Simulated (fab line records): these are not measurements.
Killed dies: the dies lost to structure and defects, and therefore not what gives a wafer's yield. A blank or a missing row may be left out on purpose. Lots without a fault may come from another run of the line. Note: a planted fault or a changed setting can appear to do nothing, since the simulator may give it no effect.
Which of the tools did it? / flow berkeleyCmos170 / 14 lots with 42 wafers sampled at 5 steps, on a route of 331 steps

== WHAT EACH GAUGE READ, for each wafer ==
UCB170_PFIELD_TW_MEAS_09. Usual: PFIELD_TW 605, standard deviation 4.7.
lot=L164; measured=day 4 11:55; on=filmMetro-03; PFIELD_TW=599 595 600; flag=
lot=L165; measured=day 4 18:14; on=filmMetro-01; PFIELD_TW=606 605 605; flag=
lot=L166; measured=day 5 02:03; on=filmMetro-03; PFIELD_TW=604 603 603; flag=
lot=L168; measured=day 5 09:16; on=filmMetro-02; PFIELD_TW=602 603 602; flag=
lot=L169; measured=day 5 22:05; on=filmMetro-03; PFIELD_TW=601 603 600; flag=
lot=L170; measured=day 6 01:52; on=filmMetro-03; PFIELD_TW=602 603 601; flag=
lot=L172; measured=day 6 11:11; on=filmMetro-03; PFIELD_TW=600 603 604; flag=
lot=L175; measured=day 6 22:08; on=filmMetro-02; PFIELD_TW=606 606 606; flag=
lot=L176; measured=day 7 12:44; on=filmMetro-02; PFIELD_TW=604 607 608; flag=
lot=L177; measured=day 7 12:53; on=filmMetro-02; PFIELD_TW=608 609 609; flag=
lot=L179; measured=day 7 22:21; on=filmMetro-01; PFIELD_TW=514 516 515; flag=OFF
lot=L180; measured=day 8 04:00; on=filmMetro-03; PFIELD_TW=502 504 504; flag=OFF
lot=L184; measured=day 8 21:05; on=filmMetro-01; PFIELD_TW=611 612 612; flag=
lot=L185; measured=day 8 22:14; on=filmMetro-02; PFIELD_TW=604 609 605; flag=

UCB170_NVT_TW_MEAS_09. Usual: NVT_TW 528, standard deviation 4.7.
lot=L164; measured=day 5 19:05; on=filmMetro-01; NVT_TW=533 534 534; flag=
lot=L165; measured=day 6 02:11; on=filmMetro-01; NVT_TW=536 536 535; flag=
lot=L166; measured=day 6 12:01; on=filmMetro-02; NVT_TW=527 526 524; flag=
lot=L168; measured=day 6 19:45; on=filmMetro-03; NVT_TW=525 523 525; flag=
lot=L169; measured=day 7 11:10; on=filmMetro-01; NVT_TW=532 531 534; flag=
lot=L170; measured=day 7 10:58; on=filmMetro-03; NVT_TW=522 524 523; flag=
lot=L172; measured=day 7 17:05; on=filmMetro-02; NVT_TW=528 532 528; flag=
lot=L175; measured=day 8 06:10; on=filmMetro-03; NVT_TW=524 522 525; flag=
lot=L176; measured=day 8 13:28; on=filmMetro-01; NVT_TW=536 537 539; flag=
lot=L177; measured=day 8 14:27; on=filmMetro-01; NVT_TW=534 535 537; flag=
lot=L179; measured=day 8 23:34; on=filmMetro-03; NVT_TW=525 525 521; flag=
lot=L180; measured=day 9 06:40; on=filmMetro-03; NVT_TW=524 522 524; flag=
lot=L184; measured=day 10 00:29; on=filmMetro-02; NVT_TW=524 524 527; flag=
lot=L185; measured=day 10 00:17; on=filmMetro-02; NVT_TW=524 525 527; flag=

UCB170_NSD_CD_MEAS_06 targets a cd of 1200 nm. Usual: cdNm reads 1200.2 nm (standard deviation 1.4).
lot=L164; measured=day 6 22:56; on=cdSem-01; cdNm (nm)=1201.7 1201.4 1202.0; flag=
lot=L165; measured=day 7 10:25; on=cdSem-01; cdNm (nm)=1202.3 1200.5 1201.0; flag=
lot=L166; measured=day 7 20:09; on=cdSem-01; cdNm (nm)=1198.4 1200.0 1199.9; flag=
lot=L168; measured=day 8 03:13; on=cdSem-02; cdNm (nm)=1199.4 1200.7 1198.9; flag=
lot=L169; measured=day 8 13:16; on=cdSem-01; cdNm (nm)=1199.8 1199.9 1198.6; flag=
lot=L170; measured=day 8 13:55; on=cdSem-02; cdNm (nm)=1200.8 1201.5 1201.8; flag=
lot=L172; measured=day 8 17:26; on=cdSem-02; cdNm (nm)=1202.9 1202.2 1202.1; flag=
lot=L175; measured=day 9 09:44; on=cdSem-02; cdNm (nm)=1199.5 1201.0 1200.7; flag=
lot=L176; measured=day 9 15:21; on=cdSem-02; cdNm (nm)=1199.6 1200.4 1198.8; flag=
lot=L177; measured=day 9 15:14; on=cdSem-01; cdNm (nm)=1201.3 1199.1 1201.0; flag=
lot=L179; measured=day 10 04:19; on=cdSem-02; cdNm (nm)=1200.3 1200.1 1199.7; flag=
lot=L180; measured=day 10 08:34; on=cdSem-02; cdNm (nm)=1197.1 1197.2 1198.9; flag=
lot=L184; measured=day 11 04:02; on=cdSem-02; cdNm (nm)=1203.2 1204.6 1203.1; flag=
lot=L185; measured=day 11 02:35; on=cdSem-02; cdNm (nm)=1200.6 1200.1 1200.0; flag=

== WHICH TOOL RAN EACH LOT (tool, then ch and the chambers of the sampled wafers, then the start) ==
lot=L164; UCB170_PFIELD_IMPLANT_07=implanter-03 ch 0, day 4 11:40; UCB170_SPACER_ETCHBACK_03=rieDiel-01 ch 0,1,3, day 6 20:00
lot=L165; UCB170_PFIELD_IMPLANT_07=implanter-02 ch 0, day 4 18:01; UCB170_SPACER_ETCHBACK_03=rieDiel-01 ch 1,2, day 7 06:37
lot=L166; UCB170_PFIELD_IMPLANT_07=implanter-03 ch 0, day 5 01:48; UCB170_SPACER_ETCHBACK_03=rieDiel-04 ch 1,2, day 7 16:04
lot=L168; UCB170_PFIELD_IMPLANT_07=implanter-03 ch 0, day 5 09:01; UCB170_SPACER_ETCHBACK_03=rieDiel-02 ch 1,2,3, day 7 22:55
lot=L169; UCB170_PFIELD_IMPLANT_07=implanter-02 ch 0, day 5 21:50; UCB170_SPACER_ETCHBACK_03=rieDiel-01 ch 1,3, day 8 10:28
lot=L170; UCB170_PFIELD_IMPLANT_07=implanter-04 ch 0, day 6 01:38; UCB170_SPACER_ETCHBACK_03=rieDiel-04 ch 0,1, day 8 10:28
lot=L172; UCB170_PFIELD_IMPLANT_07=implanter-04 ch 0, day 6 10:56; UCB170_SPACER_ETCHBACK_03=rieDiel-02 ch 1,2, day 8 13:19
lot=L175; UCB170_PFIELD_IMPLANT_07=implanter-04 ch 0, day 6 21:54; UCB170_SPACER_ETCHBACK_03=rieDiel-02 ch 2,3, day 9 06:47
lot=L176; UCB170_PFIELD_IMPLANT_07=implanter-02 ch 0, day 7 12:29; UCB170_SPACER_ETCHBACK_03=rieDiel-04 ch 0,3, day 9 11:20
lot=L177; UCB170_PFIELD_IMPLANT_07=implanter-04 ch 0, day 7 12:38; UCB170_SPACER_ETCHBACK_03=rieDiel-01 ch 0,2, day 9 11:20
lot=L179; UCB170_PFIELD_IMPLANT_07=implanter-04 ch 0, day 7 22:06; UCB170_SPACER_ETCHBACK_03=rieDiel-02 ch 0,1,2, day 9 22:58
lot=L180; UCB170_PFIELD_IMPLANT_07=implanter-04 ch 0, day 8 03:46; UCB170_SPACER_ETCHBACK_03=rieDiel-02 ch 0,3, day 10 05:26
lot=L184; UCB170_PFIELD_IMPLANT_07=implanter-03 ch 0, day 8 20:50; UCB170_SPACER_ETCHBACK_03=rieDiel-02 ch 1,3, day 10 23:50
lot=L185; UCB170_PFIELD_IMPLANT_07=implanter-03 ch 0, day 8 21:59; UCB170_SPACER_ETCHBACK_03=rieDiel-01 ch 0,3, day 10 23:46
- UCB170_PFIELD_IMPLANT_07
- UCB170_SPACER_ETCHBACK_03: etches SiO2 in CHF3/CF4/Ar, stops on Si, target depth 376 nm, time 100 s.

== AS READ BY THE TOOLS THEMSELVES (means over the sampled wafers that have a number; for cases with no such wafer, the mark the record gives instead) ==
UCB170_PFIELD_IMPLANT_07. Usual: doseIonsCm2 2e+13, standard deviation 2.4e+10; faradayCurrentUA 63.5, standard deviation 1.3.
lot=L164 tool=implanter-03 doseIonsCm2=2e+13 faradayCurrentUA=62.5 flag=
lot=L165 tool=implanter-02 doseIonsCm2=2e+13 faradayCurrentUA=64.1 flag=
lot=L166 tool=implanter-03 doseIonsCm2=2e+13 faradayCurrentUA=63.5 flag=
lot=L168 tool=implanter-03 doseIonsCm2=2e+13 faradayCurrentUA=64.8 flag=
lot=L169 tool=implanter-02 doseIonsCm2=2e+13 faradayCurrentUA=63.6 flag=
lot=L170 tool=implanter-04 doseIonsCm2=2e+13 faradayCurrentUA=63.8 flag=
lot=L172 tool=implanter-04 doseIonsCm2=2e+13 faradayCurrentUA=63.5 flag=
lot=L175 tool=implanter-04 doseIonsCm2=2e+13 faradayCurrentUA=63.1 flag=
lot=L176 tool=implanter-02 doseIonsCm2=2e+13 faradayCurrentUA=63.4 flag=
lot=L177 tool=implanter-04 doseIonsCm2=2e+13 faradayCurrentUA=63.8 flag=
lot=L179 tool=implanter-04 doseIonsCm2=1e+13 faradayCurrentUA=36.3 flag=OFF
lot=L180 tool=implanter-04 doseIonsCm2=1e+13 faradayCurrentUA=37.0 flag=OFF
lot=L184 tool=implanter-03 doseIonsCm2=2e+13 faradayCurrentUA=62.9 flag=
lot=L185 tool=implanter-03 doseIonsCm2=2e+13 faradayCurrentUA=63.6 flag=

UCB170_SPACER_ETCHBACK_03. Usual: cf4FlowSccm 10.002 sccm, standard deviation 0.03; drypumpMotorCurrentA 5.8 A, standard deviation 0.32; oesProductAu 0.903 a.u., standard deviation 0.017; throttleValvePct 6.45 %, standard deviation 0.13.
lot=L164; tool=rieDiel-01; cf4FlowSccm (sccm)=10.008; drypumpMotorCurrentA (A)=5.6; oesProductAu (a.u.)=0.911; throttleValvePct (%)=6.56; flag=
lot=L165; tool=rieDiel-01; cf4FlowSccm (sccm)=9.987; drypumpMotorCurrentA (A)=5.7; oesProductAu (a.u.)=0.898; throttleValvePct (%)=6.30; flag=
lot=L166; tool=rieDiel-04; cf4FlowSccm (sccm)=10.005; drypumpMotorCurrentA (A)=5.9; oesProductAu (a.u.)=0.903; throttleValvePct (%)=6.56; flag=
lot=L168; tool=rieDiel-02; cf4FlowSccm (sccm)=9.995; drypumpMotorCurrentA (A)=5.7; oesProductAu (a.u.)=0.887; throttleValvePct (%)=6.40; flag=
lot=L169; tool=rieDiel-01; cf4FlowSccm (sccm)=9.997; drypumpMotorCurrentA (A)=5.7; oesProductAu (a.u.)=0.917; throttleValvePct (%)=6.49; flag=
lot=L170; tool=rieDiel-04; cf4FlowSccm (sccm)=10.024; drypumpMotorCurrentA (A)=5.6; oesProductAu (a.u.)=0.912; throttleValvePct (%)=6.44; flag=
lot=L172; tool=rieDiel-02; cf4FlowSccm (sccm)=9.993; drypumpMotorCurrentA (A)=5.7; oesProductAu (a.u.)=0.891; throttleValvePct (%)=6.37; flag=
lot=L175; tool=rieDiel-02; cf4FlowSccm (sccm)=9.994; drypumpMotorCurrentA (A)=5.7; oesProductAu (a.u.)=0.898; throttleValvePct (%)=6.41; flag=
lot=L176; tool=rieDiel-04; cf4FlowSccm (sccm)=10.048; drypumpMotorCurrentA (A)=6.2; oesProductAu (a.u.)=0.885; throttleValvePct (%)=6.31; flag=
lot=L177; tool=rieDiel-01; cf4FlowSccm (sccm)=9.962; drypumpMotorCurrentA (A)=5.7; oesProductAu (a.u.)=0.906; throttleValvePct (%)=6.38; flag=
lot=L179; tool=rieDiel-02; cf4FlowSccm (sccm)=9.975; drypumpMotorCurrentA (A)=5.9; oesProductAu (a.u.)=0.902; throttleValvePct (%)=6.41; flag=
lot=L180; tool=rieDiel-02; cf4FlowSccm (sccm)=9.997; drypumpMotorCurrentA (A)=5.9; oesProductAu (a.u.)=0.920; throttleValvePct (%)=6.44; flag=
lot=L184; tool=rieDiel-02; cf4FlowSccm (sccm)=10.020; drypumpMotorCurrentA (A)=5.6; oesProductAu (a.u.)=0.905; throttleValvePct (%)=6.38; flag=
lot=L185; tool=rieDiel-01; cf4FlowSccm (sccm)=10.009; drypumpMotorCurrentA (A)=5.8; oesProductAu (a.u.)=0.917; throttleValvePct (%)=6.67; flag=

== THE ANSWER, worked out from the rows above alone ==
Rule: lot off if the mean of its wafers having a number is beyond 3 standard deviations from the usual mean. Also off: a lot with no number at a reading for which 4 or more lots have one. Where the step has rows for the other lots, those lots are counted as sound. After the gauges, taken in route order, come the tools' own readings; for these a lot's mean is taken, as printed above. The first step at which some lot is off is used, and at that step the reading that is off furthest; a lot without a number counts as furthest.
Off: L179, L180, at UCB170_PFIELD_TW_MEAS_09 (PFIELD_TW).
If a tool, at a process step before that reading, ran all the lots that are off and no sound lot after the first of them, it fits. Not tried: the gauges at UCB170_PFIELD_TW_MEAS_09; whatever is off there is also off at UCB170_PFIELD_IMPLANT_07, on other tools, and gauge error can't account for it. One fits: implanter-04 at UCB170_PFIELD_IMPLANT_07. Its last sound lot is L177 (day 7 12:38), its first lot that is off L179 (day 7 22:06): a fault that began between those two fits.
The tool's own readings at UCB170_PFIELD_IMPLANT_07 bear it out: on the lots that are off they differ by more than 5 times the standard deviation of the sound lots' means. doseIonsCm2 reads 1e+13 there against 2e+13 on the sound lots; faradayCurrentUA reads 36.6 there against 63.5 on the sound lots.

== WHAT THE SIMULATOR HAD INSERTED ==
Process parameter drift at UCB170_PFIELD_IMPLANT_07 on implanter-04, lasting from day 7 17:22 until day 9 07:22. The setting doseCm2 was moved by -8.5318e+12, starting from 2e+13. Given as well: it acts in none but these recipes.
Lots struck among those shown: L179, L180. The same result came from the rule above.
